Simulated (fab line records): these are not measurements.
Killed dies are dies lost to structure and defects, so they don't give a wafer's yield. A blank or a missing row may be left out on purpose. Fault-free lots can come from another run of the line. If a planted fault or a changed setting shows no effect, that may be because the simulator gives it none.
The tool behind it: which one?    flow rit-cmos    14 lots, 42 wafers sampled, at 2 steps of a route of 202

WHAT THE GAUGES SHOWED, per wafer
RIT_NRETRO_OVL_MEAS_06.
lot   measured     on          NRETRO_OVL (nm)
L992  day 2 12:40  overlay-02  0.4 0.5 0.4
L993  day 2 17:16  overlay-02  0.1 -1.8 -1.8
L995  day 3 03:28  overlay-02  1.1 2.6 -0.2
L996  day 3 07:10  overlay-02  1.5 -0.1 2.1
L997  day 3 14:31  overlay-02  -1.8 -2.1 -1.3
L998  day 3 21:35  overlay-01  1.1 2.0 -0.5
L100  day 4 03:49  overlay-02  -0.4 -1.0 0.8
L101  day 4 10:12  overlay-02  -2.1 0.0 -0.1
L106  day 5 11:35  overlay-02  2.3 1.0 2.9
L109  day 5 23:55  overlay-01  -180.0 -177.3 -178.6
L110  day 6 07:51  overlay-02  -176.6 -177.2 -177.8
L111  day 6 14:19  overlay-01  0.8 0.5 0.3
L112  day 6 16:20  overlay-01  2.5 2.8 0.6
L113  day 6 20:25  overlay-02  0.9 0.5 -0.9

WHAT TOOL EACH LOT RAN ON (gives the tool, then ch and the chambers of the sampled wafers, and finally the start)
lot   RIT_NRETRO_EXPOSE_03
L992  iline-stepper-01 ch 0, day 2 12:16
L993  iline-stepper-01 ch 0, day 2 16:50
L995  iline-stepper-01 ch 0, day 3 03:04
L996  iline-stepper-01 ch 0, day 3 06:45
L997  iline-stepper-01 ch 0, day 3 14:05
L998  iline-stepper-01 ch 0, day 3 21:09
L100  iline-stepper-02 ch 0, day 4 03:24
L101  iline-stepper-02 ch 0, day 4 09:46
L106  iline-stepper-02 ch 0, day 5 11:11
L109  iline-stepper-01 ch 0, day 5 23:29
L110  iline-stepper-01 ch 0, day 6 07:25
L111  iline-stepper-02 ch 0, day 6 13:53
L112  iline-stepper-02 ch 0, day 6 15:56
L113  iline-stepper-02 ch 0, day 6 20:00
- RIT_NRETRO_EXPOSE_03: exposes mask M4, target cd 43900 nm.

WHAT THE TOOLS THEMSELVES READ (means of the sampled wafers that have a number; where no wafer has one, the mark that the record gives instead)
The record holds no such reading with a usual standard deviation.

THE ANSWER, worked out from the rows above alone
Rule: the usual values come from the lots themselves. Put in order of their means at a reading, lots are off if they are a third of the lots or fewer, leave a main group of 4 or more, and stand apart from it by a gap of 3 or more times the standard deviation of the main group's means; of several such gaps the widest counts. Not used: any main group whose means are identical at the precision the tables above print for the reading. Also off: a lot with no number at a reading for which 4 or more lots have one. Any other lot the step has rows for is counted as sound. Order of review: gauges by route order, followed by the tools' own readings, for which a lot's mean as printed above is used. The first step at which some lot is off is used, and at that step the reading that is off furthest; a lot without a number counts as furthest.
Off: L109, L110, seen at RIT_NRETRO_OVL_MEAS_06 (NRETRO_OVL). Main group: mean 0.4 nm, sd 1.1.
A tool fits if, at a process step before that reading, it ran every lot that is off, and no sound lot after the first of them. Gauges at RIT_NRETRO_OVL_MEAS_06: tried the same way as those tools. One fits: RIT_NRETRO_EXPOSE_03 on iline-stepper-01. A fault onset in the window from L998 (day 3 21:09, its last sound lot) to L109 (day 5 23:29, its first lot off) fits.

WHAT THE SIMULATOR HAD INSERTED
Scanner matching overlay: iline-stepper-01, from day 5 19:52 on, at RIT_NRETRO_EXPOSE_03. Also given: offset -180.
Lots struck among those shown: L109, L110. Same finding as the rule above.
